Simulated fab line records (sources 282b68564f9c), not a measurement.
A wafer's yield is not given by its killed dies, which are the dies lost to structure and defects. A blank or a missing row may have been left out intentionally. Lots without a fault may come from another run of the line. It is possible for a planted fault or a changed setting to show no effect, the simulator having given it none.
fab line records	flow rit-cmos
record lots=6	wafers=18	last-day=6
route steps=202 shown FOX2@24 NWELL@28 PWELL@39 M1@202
lots with no fault: from the same line, run without faults
start-h: hours from the record's first day to the start of the lot's first wafer shown	wait-h: hours since the lot's step before	" the same as in the row above	L1.1+2: one row covering several wafers at once	- no value, or no start given	* or withheld: withheld	< > ~ a bound
route shown NAME@n: a module of which the file shows steps, and the number in the route of the first	usual: the fault-free wafers' mean and standard deviation	same: alike in all rows	chamber/n: place in a boat	sites: per-site readings	_std_site: how widely they spread, as a standard deviation	_edge_site: inner sites' mean taken away from outer sites' mean	radius-mm: for every site, how far away it sits from the centre of the wafer	mask NAME#n: copy n	behind: the most recent tool/chamber to have shaped the wafer	hold: the reason the lot was held/the length of the hold in hours/how it ended	device: names the non-switching transistor (n, p or np)	end of line: the tests these same wafers got at the end of their route	a step with no rows: only its recipe	killed: the dies lost at the first sort to structure and to defects; this is not the yield of the wafer	map: shows each die of a wafer: x if killed, . if not, _ if none is there
set.NAME: the setting as run; set.NAME@STEP: as run at that earlier step	model.NAME: the simulator's own value behind a step, which no gauge read
lots seen at some steps along the route; tables by step, rows by wafer
services: the hour from which a tool's chamber was out of use, counted from the record's first day as start-h (under 0 if before that day), plus the number of hours and why
## steps
# step RIT_FOX2_THK_MEAS_01
# recipe reads=SiO2_of_FOX2_OXIDATION_00
# usual FOX2_OXIDE_THK=352/6.9
lot.wafer	tool	chamber	start-h	wait-h	FOX2_OXIDE_THK[nm]
L985.1	film-metro-04	-	25.82	0.0	355
L985.3	"	-	"	"	346
L985.5	"	-	"	"	348
L989.1	film-metro-04	-	43.47	0.0	357
L989.2	"	-	"	"	356
L989.4	"	-	"	"	359
L991.1	film-metro-04	-	55.04	0.0	360
L991.3	"	-	"	"	362
L991.4	"	-	"	"	363
L992.2	film-metro-03	-	60.03	0.0	360
L992.3	"	-	"	"	362
L992.4	"	-	"	"	361
L996.1	film-metro-04	-	79.76	0.0	360
L996.2	"	-	"	"	352
L996.4	"	-	"	"	365
L100.1	film-metro-03	-	100.18	0.0	347
L100.2	"	-	"	"	342
L100.6	"	-	"	"	343
# step RIT_FOX2_CLEAN_02
# recipe chemistry=dHF	dilution=50:1	time-s=180
# step RIT_FOX2_WET_ETCH_03
# recipe chemistry=H3PO4	target=Si3N4	target-depth-nm=195	temp-c=165	time-s=2700
# step RIT_FOX2_THK_MEAS_90
# recipe reads=SiO2_of_FOX2_OXIDATION_00
# usual FIELD_OXIDE_LEFT_1_THK=325/6.9
lot.wafer	tool	chamber	start-h	wait-h	FIELD_OXIDE_LEFT_1_THK[nm]
L985.1	film-metro-02	-	26.77	0.0	328
L985.3	"	-	"	"	319
L985.5	"	-	"	"	321
L989.1	film-metro-03	-	44.35	0.0	329
L989.2	"	-	"	"	329
L989.4	"	-	"	"	331
L991.1	film-metro-03	-	56.00	0.0	332
L991.3	"	-	"	"	335
L991.4	"	-	"	"	336
L992.2	film-metro-04	-	60.97	0.0	333
L992.3	"	-	"	"	334
L992.4	"	-	"	"	335
L996.1	film-metro-03	-	80.64	0.0	332
L996.2	"	-	"	"	325
L996.4	"	-	"	"	338
L100.1	film-metro-04	-	101.05	0.0	320
L100.2	"	-	"	"	315
L100.6	"	-	"	"	316
# step RIT_NWELL_HMDS_00
# recipe prime-time-s=60	prime-temp-c=140
# step RIT_NWELL_COAT_01
# recipe resist=NOVOLAK	spin-rpm=2000	resist-thk-nm=1300
# step RIT_NWELL_SOFTBAKE_02
# recipe resist=NOVOLAK	temp-c=90.46	time-s=60
# step RIT_NWELL_EXPOSE_03
# recipe mask-id=M2	na=0.57	target-cd-nm=43900	dose-mj=250
# step RIT_NWELL_PEB_04
# recipe resist=NOVOLAK	temp-c=withheld	time-s=withheld
# step RIT_NWELL_DEVELOP_05
# recipe resist=NOVOLAK	develop-time-s=68	dev-temp-c=23
# step RIT_NWELL_OVL_MEAS_06
# usual NWELL_OVL=0.9/1.3
lot.wafer	tool	chamber	start-h	wait-h	NWELL_OVL[nm]
L985.1	overlay-02	-	27.75	-	0.4
L985.3	"	-	"	"	1.4
L985.5	"	-	"	"	1.4
L989.1	overlay-02	-	45.32	-	3.5
L989.2	"	-	"	"	2.5
L989.4	"	-	"	"	0.7
L991.1	overlay-02	-	56.94	-	2.8
L991.3	"	-	"	"	-1.3
L991.4	"	-	"	"	1.0
L992.2	overlay-02	-	62.03	-	2.0
L992.3	"	-	"	"	0.4
L992.4	"	-	"	"	1.9
L996.1	overlay-01	-	81.58	-	2.4
L996.2	"	-	"	"	0.4
L996.4	"	-	"	"	2.8
L100.1	overlay-02	-	101.99	-	0.9
L100.2	"	-	"	"	0.1
L100.6	"	-	"	"	-0.8
# step RIT_NWELL_HARDBAKE_07
# recipe resist=NOVOLAK	temp-c=140	time-s=120
# step RIT_NWELL_IMPLANT_08
# recipe species=P	energy-kev=170	dose-cm2=5e+13	tilt-deg=7
# usual beam-energy-keV=170.00/0.051	beam-on-s=9.99/0.21	end-station-pressure-torr=5.15e-06/2.9e-07
lot.wafer	tool	chamber	start-h	wait-h	beam-energy-keV	beam-on-s	end-station-pressure-torr	model.implant.rp-nm	model.implant.drp-nm
L985.1	implanter-03	0	28.04	0.2	170.00	9.79	5.01e-06	205.3	68.82
L985.3	"	0	"	"	170.04	9.83	5.41e-06	205.3	68.82
L985.5	"	0	"	"	169.99	9.85	4.98e-06	205.3	68.82
L989.1	implanter-01	0	45.61	0.2	170.05	10.12	5.04e-06	212.1	68.82
L989.2	"	0	"	"	170.06	10.18	5.13e-06	212.1	68.82
L989.4	"	0	"	"	169.96	9.72	4.66e-06	212.1	68.82
L991.1	implanter-01	0	57.22	0.2	179.84	10.08	5.42e-06	232.2	71.79
L991.3	"	0	"	"	179.83	10.19	5.01e-06	232.2	71.79
L991.4	"	0	"	"	179.86	9.96	5.43e-06	232.2	71.79
L992.2	implanter-01	0	62.34	0.2	179.85	10.16	5.31e-06	227.7	71.79
L992.3	"	0	"	"	179.85	9.97	5.04e-06	227.7	71.79
L992.4	"	0	"	"	179.86	10.04	5.33e-06	227.7	71.79
L996.1	implanter-03	0	81.86	0.2	169.92	9.77	5.14e-06	215.2	68.82
L996.2	"	0	"	"	169.93	10.06	5.49e-06	215.2	68.82
L996.4	"	0	"	"	169.94	10.36	4.86e-06	215.2	68.82
L100.1	implanter-04	0	102.28	0.2	169.94	9.99	5e-06	203.5	68.82
L100.2	"	0	"	"	169.95	9.98	4.96e-06	203.5	68.82
L100.6	"	0	"	"	170.03	9.99	5.46e-06	203.5	68.82
# step RIT_NWELL_STRIP_09
# recipe chemistry=O2	time-s=180	resist=NOVOLAK	platen-temp-c=withheld	power-w=500	pressure-mtorr=4000	o2-flow-sccm=4000
# usual drypump-motor-current-A=5.46/0.3
lot.wafer	tool	chamber	start-h	wait-h	drypump-motor-current-A	rf-hours-counter-h
L985.1	plasma-asher-03	1	28.19	0.1	6.11	39
L985.3	"	1	"	"	6.11	-
L985.5	"	1	"	"	6.08	-
L989.1	plasma-asher-01	1	45.76	0.1	5.28	38
L989.2	"	0	"	"	5.72	38
L989.4	"	0	"	"	5.72	-
L991.1	plasma-asher-04	1	57.37	0.1	5.33	28
L991.3	"	0	"	"	5.22	-
L991.4	"	1	"	"	5.35	-
L992.2	plasma-asher-04	1	62.46	0.1	5.37	29
L992.3	"	0	"	"	5.21	-
L992.4	"	1	"	"	5.36	-
L996.1	plasma-asher-03	1	82.01	0.1	6.13	42
L996.2	"	0	"	"	6.23	42
L996.4	"	1	"	"	6.07	-
L100.1	plasma-asher-04	0	102.43	0.1	5.18	34
L100.2	"	1	"	"	5.32	34
L100.6	"	1	"	"	5.37	-
# step RIT_NWELL_TW_MEAS_10
# usual NWELL_TW=2152/11
lot.wafer	tool	chamber	start-h	wait-h	NWELL_TW
L985.1	film-metro-03	-	28.36	0.1	2144
L985.3	"	-	"	"	2148
L985.5	"	-	"	"	2148
L989.1	film-metro-03	-	45.93	0.1	2151
L989.2	"	-	"	"	2158
L989.4	"	-	"	"	2142
L991.1	film-metro-01	-	57.55	0.1	2173
L991.3	"	-	"	"	2169
L991.4	"	-	"	"	2169
L992.2	film-metro-04	-	62.65	0.1	2193
L992.3	"	-	"	"	2191
L992.4	"	-	"	"	2184
L996.1	film-metro-04	-	82.19	0.1	2157
L996.2	"	-	"	"	2153
L996.4	"	-	"	"	2161
L100.1	film-metro-03	-	102.60	0.1	2157
L100.2	"	-	"	"	2150
L100.6	"	-	"	"	2147
# step RIT_PWELL_HMDS_00
# recipe prime-time-s=60	prime-temp-c=140
# step RIT_M1_PROBE_99
# usual killed-at-contacts=0.1/0.25	killed-at-front-end=7/3.3	killed-dies=7/3.2	killed-open=3.6/2.2	killed-short=3.5/2
# same gross-dies=264	killed_at_M0_to_M3=0	killed_at_M4_up=0	killed-at-back-side=0	killed-at-other=0
lot.wafer	tool	chamber	start-h	wait-h	killed-at-contacts	killed-at-front-end	killed-dies	killed-open	killed-short	model.etest.field-p-metal.vt-v	model.etest.field-p.vt-v	model.etest.pmos-narrow.vt-less-v
L985.1	prober-01	-	63.63	0.1	0	1	1	0	1	-27.99	-12.29	0.02243
L985.3	prober-01	-	63.73	0.2	0	4	4	3	1	-27.83	-12.14	0.0215
L985.5	prober-01	-	63.83	0.2	1	7	8	2	6	-28.57	-12.17	0.02246
L989.1	prober-01	-	81.64	0.1	0	10	10	3	7	-29.34	-12.73	0.02312
L989.2	prober-01	-	81.69	0.1	0	9	9	5	4	-29.02	-12.76	0.02368
L989.4	prober-01	-	81.79	0.2	0	8	8	4	4	-29.32	-12.72	0.02249
L991.1	prober-01	-	96.76	0.1	0	3	3	3	0	-31.72	-14.23	0.01639
L991.3	prober-01	-	96.86	0.2	0	16	16	7	9	-32.02	-14.25	0.01689
L991.4	prober-01	-	96.91	0.2	0	11	11	8	3	-31.84	-14.26	0.01911
L992.2	prober-02	-	99.40	0.1	0	9	9	7	2	-30.91	-13.95	0.01904
L992.3	prober-02	-	99.45	0.2	0	7	7	5	2	-30.73	-13.82	0.01905
L992.4	prober-02	-	99.50	0.2	0	5	5	3	2	-31.06	-13.79	0.01701
L996.1	prober-02	-	121.45	0.1	0	7	7	2	5	-28.94	-12.98	0.0229
L996.2	prober-02	-	121.50	0.1	0	6	6	0	6	-29.48	-12.92	0.01752
L996.4	prober-02	-	121.60	0.2	1	5	6	4	2	-29.67	-12.98	0.023
L100.1	prober-02	-	140.84	0.1	0	9	9	2	7	-27.64	-12.13	0.02015
L100.2	prober-02	-	140.89	0.1	0	4	4	1	3	-28.66	-12.12	0.0222
L100.6	prober-02	-	141.09	0.2	0	9	9	5	4	-28.47	-12.16	0.02613
# killed by level:class
L985.1 REOX:geometric-particle:short=1
L985.3 GATE:geometric-particle:open=1 REOX:geometric-particle:open=1 SPACER:geometric-particle:short=1 SILICIDE:geometric-particle:open=1
L985.5 SPACER:geometric-particle:short=3 GATE:geometric-particle:short=1 GATE:geometric-particle:open=1 SPACER:geometric-particle:open=1 SILICIDE:geometric-particle:short=1 CONTACT:geometric-particle:short=1
L989.1 FOX1:geometric-particle:short=4 GATE:geometric-particle:short=2 SPACER:geometric-particle:open=2 GATE:geometric-particle:open=1 REOX:geometric-particle:short=1
L989.2 FOX1:geometric-particle:open=3 FOX1:geometric-particle:short=2 GATE:geometric-particle:open=2 GATE:geometric-particle:short=1 REOX:geometric-particle:short=1
L989.4 FOX1:geometric-particle:open=2 GATE:geometric-particle:short=2 FOX1:geometric-particle:short=1 FOX2:geometric-particle:open=1 SILICIDE:geometric-particle:short=1 SILICIDE:geometric-particle:open=1
L991.1 GATE:geometric-particle:open=2 SPACER:geometric-particle:open=1
L991.3 GATE:geometric-particle:short=4 REOX:geometric-particle:short=3 REOX:geometric-particle:open=3 GATE:geometric-particle:open=2 FOX1:geometric-particle:short=1 SPACER:geometric-particle:open=1 SILICIDE:geometric-particle:short=1 SILICIDE:geometric-particle:open=1
L991.4 SPACER:geometric-particle:open=4 REOX:geometric-particle:open=2 FOX2:geometric-particle:open=1 GATE:geometric-particle:short=1 GATE:geometric-particle:open=1 REOX:geometric-particle:short=1 SPACER:geometric-particle:short=1
L992.2 GATE:geometric-particle:open=2 FOX1:geometric-particle:open=1 FOX2:geometric-particle:open=1 GATE:geometric-particle:short=1 REOX:geometric-particle:short=1 REOX:geometric-particle:open=1 SPACER:geometric-particle:open=1 SILICIDE:geometric-particle:open=1
L992.3 GATE:geometric-particle:open=4 FOX1:geometric-particle:open=1 GATE:geometric-particle:short=1 REOX:geometric-particle:short=1
L992.4 FOX1:geometric-particle:open=1 GATE:geometric-particle:open=1 GATE:geometric-particle:short=1 SPACER:geometric-particle:open=1 SILICIDE:geometric-particle:short=1
L996.1 GATE:geometric-particle:short=3 GATE:geometric-particle:open=2 SILICIDE:geometric-particle:short=2
L996.2 GATE:geometric-particle:short=3 REOX:geometric-particle:short=2 SILICIDE:geometric-particle:short=1
L996.4 GATE:geometric-particle:open=2 FOX2:geometric-particle:open=1 SPACER:geometric-particle:short=1 SILICIDE:geometric-particle:short=1 CONTACT:geometric-particle:open=1
L100.1 GATE:geometric-particle:short=3 SILICIDE:geometric-particle:short=3 GATE:geometric-particle:open=2 REOX:geometric-particle:short=1
L100.2 GATE:geometric-particle:open=1 GATE:geometric-particle:short=1 REOX:geometric-particle:short=1 SPACER:geometric-particle:short=1
L100.6 GATE:geometric-particle:short=2 GATE:geometric-particle:open=2 SPACER:geometric-particle:short=2 SPACER:geometric-particle:open=2 REOX:geometric-particle:open=1
## services
tool	chamber	start-h	hours	kind
implanter-01	-	20.77	13.2	repair
plasma-asher-03	-	41.29	28.1	pm
implanter-03	-	50.78	3.0	pm
implanter-03	-	56.03	3.3	repair
implanter-03	-	65.24	1.3	repair
plasma-asher-03	-	102.36	0.6	repair
## key
first-sign step=RIT_NWELL_IMPLANT_08	reading=beam-energy-keV	direction=up	sigmas=99+	usual=170.00	struck=179.85
effect step=RIT_NWELL_TW_MEAS_10	reading=NWELL_TW	direction=up	sigmas=2.6	usual=2152	struck=2180
model-effect step=RIT_NWELL_IMPLANT_08	value=implant.rp-nm	without=217	struck=229.9
model-effect step=RIT_M1_PROBE_99	value=etest.field-p-metal.vt-v	without=-29.21	struck=-31.38
met-at RIT_NWELL_IMPLANT_08
struck-wafers L991.1,L991.3,L991.4,L992.2,L992.3,L992.4
tester-left-out L991,L992
onset-between 45.61 57.22
fault kind=process-parameter-drift	tool=implanter-01	chamber=-	onset-h=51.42	steps=RIT_NWELL_IMPLANT_08	channel=energy-kev	offset=9.8683	shape=step	end-h=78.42	acts-in=these-recipes-only	stated=170
# tester-left-out: of these lots the tester's yield and bins aren't shown, on N5 and GAA mostly nor the transistor test; their killed dies are dies lost to structure and defects alone, not to doping, threshold or leakage, so they don't give the yield
